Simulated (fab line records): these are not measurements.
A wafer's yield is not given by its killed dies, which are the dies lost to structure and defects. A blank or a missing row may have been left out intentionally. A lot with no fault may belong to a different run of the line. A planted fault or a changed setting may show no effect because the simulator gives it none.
A struck lot beside a sound one	flow rit-cmos	43 steps out of a route of 202
Sound: these wafers, L299.3, L299.5, L299.6. Struck: wafers L315.2, L315.3. (L315.5 of the same lot was not struck and is left out.) The cause comes at the end.
Per side, at each step with rows, come the tool, then ch with its chambers, and then its first start. Under that, the readings that differ: sound wafers	struck wafers	difference of the means	sigmas: that difference in standard deviations of wafers without a fault.
alike: readings with means less than 2 such deviations apart, plus words and numbers identical on both sides. not compared: withheld readings, readings lacking a value on some wafer, bounds such as >300 that could conceal the same value, and numbers that have no deviation in the record and whose values overlap.
The two part at a step that has a row with sigmas, a row that says differs or no value, or rows on one side only. Non-overlapping numbers with no deviation appear without sigmas and do not part them. A reading missing from all wafers of one side parts the sides only when that side holds two or more wafers.

first, 1 step without rows for these wafers: RIT_GATE_CVD_08 (deposits poly-Si from SiH4, target thk 250 nm, time 2220 s).
RIT_GATE_THK_MEAS_09:
  sound on film-metro-02 at day 2 22:55; struck on film-metro-02 at day 6 05:28
  alike: GATE_POLY_THK
then, 6 steps without rows for these wafers: RIT_GATE_HMDS_10 (prime time 60 s); RIT_GATE_COAT_11 (resist thk 850 nm); RIT_GATE_SOFTBAKE_12 (time 60 s); RIT_GATE_EXPOSE_13 (exposes mask M6, target cd 150 nm); RIT_GATE_PEB_14; RIT_GATE_DEVELOP_15 (develop time 50 s).
RIT_GATE_CD_MEAS_16: the cd target is 150 nm.
  sound on cd-sem-01 at day 2 23:50; struck on cd-sem-02 at day 6 06:23
  alike: cd-nm
RIT_GATE_OVL_MEAS_17:
  sound on overlay-01 at day 2 23:56; struck on overlay-01 at day 6 06:29
  alike: GATE_OVL
then, 1 step without rows for these wafers: RIT_GATE_HARDBAKE_18 (time 60 s).
RIT_GATE_ETCH_19: etches poly-Si in SF6/CHF3/O2, stops on SiO2, time 165 s, target depth 312.5 nm.
  sound on rie-si-02 ch 0,2,3, day 3 00:06; struck on rie-si-02 ch 0,2, day 6 06:47
  alike: drypump-motor-current-A, oes-product-au, throttle-valve-pct
  not compared: rf-hours-counter-h
RIT_GATE_STRIP_20: strips in O2, time 180 s.
  sound on plasma-asher-02 ch 0,1, day 3 00:16; struck on plasma-asher-02 ch 1, day 6 06:53
  alike: drypump-motor-current-A
  not compared: rf-hours-counter-h
RIT_GATE_CD_MEAS_90: the cd target is 150 nm.
  sound on cd-sem-02 at day 3 00:25; struck on cd-sem-01 at day 6 07:05
  alike: cd-nm
then, 4 steps without rows for these wafers: RIT_REOX_CLEAN_00 (cleans in SC1, time 600 s); RIT_REOX_CLEAN_01 (cleans in dHF, time 30 s); RIT_REOX_CLEAN_02 (cleans in SC2, time 600 s); RIT_REOX_OXIDATION_03 (target thk 25.2 nm, ox time 5580 s).
RIT_REOX_THK_MEAS_04:
  sound on film-metro-01 at day 3 03:38; struck on film-metro-04 at day 6 10:08
  alike: REOX_OXIDE_THK
then, 6 steps without rows for these wafers: RIT_NLDD_HMDS_00 (prime time 60 s); RIT_NLDD_COAT_01 (resist thk 1000 nm); RIT_NLDD_SOFTBAKE_02 (time 60 s); RIT_NLDD_EXPOSE_03 (exposes mask M7, target cd 40700 nm); RIT_NLDD_PEB_04; RIT_NLDD_DEVELOP_05 (develop time 50 s).
RIT_NLDD_OVL_MEAS_06:
  sound on overlay-01 at day 3 04:32; struck on overlay-02 at day 6 11:13
  alike: NLDD_OVL
then, 2 steps without rows for these wafers: RIT_NLDD_HARDBAKE_07 (time 60 s); RIT_NLDD_IMPLANT_08.
RIT_NLDD_STRIP_09: strips in O2, time 180 s.
  sound on plasma-asher-04 ch 0,1, day 3 04:56; struck on plasma-asher-01 ch 0, day 6 11:33
  alike: drypump-motor-current-A
  not compared: rf-hours-counter-h
RIT_NLDD_TW_MEAS_10:
  sound on film-metro-03 at day 3 05:04; struck on film-metro-02 at day 6 11:44
reading	sound	struck	difference	sigmas
NLDD_TW	2446 2440 2451	2531 2537	+88	+2
then, 6 steps without rows for these wafers: RIT_PLDD_HMDS_00 (prime time 60 s); RIT_PLDD_COAT_01 (resist thk 1000 nm); RIT_PLDD_SOFTBAKE_02 (time 58.98 s); RIT_PLDD_EXPOSE_03 (exposes mask M8, target cd 40900 nm); RIT_PLDD_PEB_04; RIT_PLDD_DEVELOP_05 (develop time 50 s).
RIT_PLDD_OVL_MEAS_06:
  sound on overlay-02 at day 3 05:58; struck on overlay-01 at day 6 12:38
  alike: PLDD_OVL
then, 2 steps without rows for these wafers: RIT_PLDD_HARDBAKE_07 (time 60 s); RIT_PLDD_IMPLANT_08.
RIT_PLDD_STRIP_09: strips in O2, time 180 s.
  sound on plasma-asher-04 ch 0,1, day 3 06:21; struck on plasma-asher-04 ch 0,1, day 6 12:58
  alike: drypump-motor-current-A
  not compared: rf-hours-counter-h
RIT_PLDD_TW_MEAS_10:
  sound on film-metro-03 at day 3 06:29; struck on film-metro-04 at day 6 13:10
reading	sound	struck	difference	sigmas
PLDD_TW	2305 2311 2311	2385 2364	+66	+2
then, 1 step without rows for these wafers: RIT_SPACER_CLEAN_00 (cleans in SC1, time 614.6 s).
RIT_M1_PROBE_99:
  record: rows for the struck wafers here (prober-02, day 7 02:43), none for the sound ones

## WHERE THEY PART
Last at RIT_M1_PROBE_99 as far as this record goes, first at RIT_NLDD_TW_MEAS_10.

WHY: the cause the simulator had injected
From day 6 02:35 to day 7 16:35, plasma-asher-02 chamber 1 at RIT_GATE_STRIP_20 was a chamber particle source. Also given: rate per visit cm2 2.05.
